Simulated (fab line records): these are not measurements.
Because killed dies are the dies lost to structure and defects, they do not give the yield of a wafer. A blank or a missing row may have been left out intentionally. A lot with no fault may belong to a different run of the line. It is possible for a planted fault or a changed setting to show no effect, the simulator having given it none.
Tool commonality check	flow berkeley_cmos170	Sample size 14 lots and 42 wafers

REASON FOR OPENING
At UCB170_NSD_CD_MEAS_06 the reading cd_nm is flagged on 2 of 14 lots. No-fault wafers: 1199.9 nm, standard deviation 1.2.
Rule: a lot is flagged in two cases, either no wafer of it has a number, or all its wafers with numbers fall more than 4 standard deviations from that mean. All remaining lots are regarded as sound.

lot	measured	on	cd_nm (nm), wafer by wafer	flag
L219	day 7 18:28	cd_sem-02	1198.9 1199.9 1200.7	
L220	day 7 18:37	cd_sem-01	1199.5 1198.9 1201.1	
L223	day 8 11:34	cd_sem-01	1203.0 1200.4 1202.0	
L221	day 8 11:41	cd_sem-02	1201.3 1199.7 1200.1	
L230	day 10 06:36	cd_sem-01	1210.9 1211.5 1212.3	FLAGGED
L229	day 10 07:07	cd_sem-01	1212.1 1211.0 1211.0	FLAGGED
L228	day 10 07:08	cd_sem-02	1200.2 1200.7 1198.6	
L234	day 11 05:35	cd_sem-01	1200.3 1202.8 1201.2	
L235	day 11 05:55	cd_sem-02	1201.6 1202.9 1200.9	
L237	day 11 20:02	cd_sem-02	1200.5 1200.3 1199.5	
L240	day 12 06:55	cd_sem-02	1198.2 1197.9 1198.1	
L241	day 12 07:04	cd_sem-01	1201.8 1199.7 1201.5	
L242	day 12 07:10	cd_sem-01	1199.6 1199.5 1198.4	
L238	day 12 11:07	cd_sem-01	1200.0 1199.6 1198.9	
The mean of the flagged lots' numbers is 1211.5 nm, +11.6 nm from the usual (+10 standard deviations).

LOT BY LOT: THE TOOL USED
The record holds 1 process step before the reading, out of a route of 331 steps. Every cell lists first the tool, next ch and the chambers used by the sampled wafers, and last the start.
lot	flag	UCB170_NSD_PEB_04
L219		litho_track-02 ch 0, day 7 18:12
L220		litho_track-04 ch 0, day 7 18:20
L223		litho_track-02 ch 0, day 8 11:17
L221		litho_track-04 ch 0, day 8 11:25
L230	FLAGGED	litho_track-02 ch 0, day 10 06:20
L229	FLAGGED	litho_track-02 ch 0, day 10 06:50
L228		litho_track-04 ch 0, day 10 06:52
L234		litho_track-04 ch 0, day 11 05:19
L235		litho_track-04 ch 0, day 11 05:40
L237		litho_track-01 ch 0, day 11 19:46
L240		litho_track-01 ch 0, day 12 06:39
L241		litho_track-04 ch 0, day 12 06:47
L242		litho_track-01 ch 0, day 12 06:54
L238		litho_track-01 ch 0, day 12 10:50
These steps, and what they do:
- UCB170_NSD_PEB_04
- UCB170_NSD_CD_MEAS_06: target cd 1200 nm.

FLAGGED AGAINST TOTAL, ONE TOOL AT A TIME (gauges that did the reading follow at the end)
step	tool	lots run	flagged	share of the flagged lots	sound lots run after its first flagged lot
UCB170_NSD_PEB_04	litho_track-01	4	0	none	-
UCB170_NSD_PEB_04	litho_track-02	4	2	all	0
UCB170_NSD_PEB_04	litho_track-04	6	0	none	-
UCB170_NSD_CD_MEAS_06	cd_sem-01	8	2	all	4 (L234,L241,L242,L238)
UCB170_NSD_CD_MEAS_06	cd_sem-02	6	0	none	-

WHAT THE TABLE PERMITS
Table rows that saw every flagged lot: 2, namely litho_track-02 at UCB170_NSD_PEB_04 and cd_sem-01 at UCB170_NSD_CD_MEAS_06.
- litho_track-02 at UCB170_NSD_PEB_04: 2 of its 4 lots flagged. Its last sound lot is L223 (day 8 11:17), its first flagged lot L230 (day 10 06:20): a fault that began between those two fits. Its own readings lie more than 4 standard deviations out on every wafer of the flagged lots: heater_power_total_W, plate_temp_C.
- cd_sem-01 at UCB170_NSD_CD_MEAS_06: 2 of its 8 lots flagged. Sound lots followed the first flagged one (L234, L241, L242, L238) on it, something a lasting fault affecting the whole tool could not allow.
Left over: one tool, litho_track-02 at UCB170_NSD_PEB_04.

WHAT THE SIMULATOR HAD PUT IN
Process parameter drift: litho_track-02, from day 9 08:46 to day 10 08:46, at UCB170_NSD_PEB_04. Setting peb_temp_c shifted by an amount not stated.
Shown lots that were struck: L230, L229. The same result came from the rule above.
